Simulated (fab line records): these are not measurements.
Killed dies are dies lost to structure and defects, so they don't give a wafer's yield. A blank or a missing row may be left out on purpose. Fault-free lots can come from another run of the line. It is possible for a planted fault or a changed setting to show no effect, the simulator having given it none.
Comparing a struck lot with a sound one :: flow rit_cmos :: 15 out of 202 route steps
Sound: wafers L698.1, L698.3, L698.4. Struck: wafer L697.1 (left out: L697.4, L697.5 of the same lot, which were not struck); the cause appears at the end.
Order at every step that has rows: each side's tool, ch and its chambers, its first start. Under that, the readings that differ: sound wafers :: struck wafers :: difference of the means :: sigmas: that difference in standard deviations of wafers without a fault.
alike: readings with means less than 2 such deviations apart, plus words and numbers identical on both sides. not compared: withheld readings, readings lacking a value on some wafer, bounds such as >300 that could conceal the same value, and numbers that have no deviation in the record and whose values overlap.
The two part at a step that has a row with sigmas, a row that says differs or no value, or rows on one side only. Numbers that don't overlap but have no deviation are shown without sigmas and don't part them. Lack of a reading on every wafer of one side parts them only where that side has two or more wafers.

RIT_SILICIDE_RTA_06: time 10 s, ramp up 5 s, ramp down 10 s.
  sound on rtp_anneal-01 ch 0, day 6 21:53; struck on rtp_anneal-02 ch 0, day 6 16:43
  alike: wafer_temp_C_max
RIT_CONTACT_CVD_00: deposits SiO2 from TEOS, target thk 400 nm, time 61 s.
  sound on pecvd-04 ch 0,1, day 6 21:57; struck on pecvd-01 ch 0, day 6 16:47
  alike: heater_power_w
RIT_CONTACT_THK_MEAS_01:
  struck on film_metro-01, day 6 16:50; sound on film_metro-04, day 6 22:00
  alike: CONTACT_TEOS_THK
then, 6 steps without rows for these wafers: RIT_CONTACT_HMDS_02 (prime time 60 s); RIT_CONTACT_COAT_03 (resist thk 1000 nm); RIT_CONTACT_SOFTBAKE_04 (time 60 s); RIT_CONTACT_EXPOSE_05 (exposes mask M11, target cd 1000 nm); RIT_CONTACT_PEB_06; RIT_CONTACT_DEVELOP_07 (develop time 120 s).
RIT_CONTACT_CD_MEAS_08: target cd 1000 nm.
  struck on cd_sem-02, day 6 17:51; sound on cd_sem-02, day 6 23:09
  alike: cd_nm
RIT_CONTACT_OVL_MEAS_09:
  struck on overlay-01, day 6 17:58; sound on overlay-02, day 6 23:16
  alike: CONTACT_OVL
then, 1 step without rows for these wafers: RIT_CONTACT_HARDBAKE_10 (time 60 s).
RIT_CONTACT_ETCH_11: etches SiO2 in CHF3/CF4/Ar, stops on TiSi2, target depth 480 nm, time 320 s.
  sound on rie_diel-04 ch 1,2,3, day 6 23:28; struck on rie_diel-01 ch 2, day 6 18:10
reading: over_etch_frac
sound: 0.2 0.2 0.2
struck: 0.38211
difference: +0.18211
sigmas: 

reading: rf_hours_counter_h (h)
sound: 143 124 104
struck: 8
difference: -116
sigmas: 

reading: model.NOVOLAK_of_CONTACT_COAT_03.thk_nm (nm)
sound: 770.1 768.8 769.7
struck: 746.6
difference: -22.9
sigmas: 
  alike: drypump_motor_current_A, oes_product_au, throttle_valve_pct
RIT_CONTACT_STRIP_12: strips in O2, time 180 s.
  sound on plasma_asher-01 ch 0,1, day 6 23:39; struck on plasma_asher-02 ch 1, day 6 18:22
  alike: drypump_motor_current_A
  not compared: rf_hours_counter_h
RIT_M1_PROBE_99:
  struck on prober-02, day 6 23:09; sound on prober-01, day 7 04:20
reading: model.etest.nmos_0p15.junction_log10_a_um
sound: -13.69 -13.52 -13.57
struck: -12.87
difference: +0.72
sigmas: 

reading: model.etest.nmos_narrow.off_log10_a_um
sound: -13.36 -13.35 -13.25
struck: -12.83
difference: +0.49
sigmas: 

reading: model.etest.gate_end_array.leak_log10_a_um
sound: -12.87 -12.97 -12.76
struck: -12.54
difference: +0.33
sigmas: 

reading: model.etest.nmos_0p3.off_log10_a_um
sound: -13.03 -13.06 -12.99
struck: -12.73
difference: +0.30
sigmas: 

reading: model.etest.pmos_0p15.junction_log10_a_um
sound: -13.85 -13.86 -13.74
struck: -13.57
difference: +0.25
sigmas: 

reading: model.etest.antenna_contact.vt_shift_v (V)
sound: -0.008847 -0.01359 -0.01032
struck: -0.02487
difference: -0.01395
sigmas: 
  alike: killed_at_front_end, killed_dies, killed_open, killed_short

## WHERE THEY PART
Nowhere in this record.

WHY: what had been put in by the simulator
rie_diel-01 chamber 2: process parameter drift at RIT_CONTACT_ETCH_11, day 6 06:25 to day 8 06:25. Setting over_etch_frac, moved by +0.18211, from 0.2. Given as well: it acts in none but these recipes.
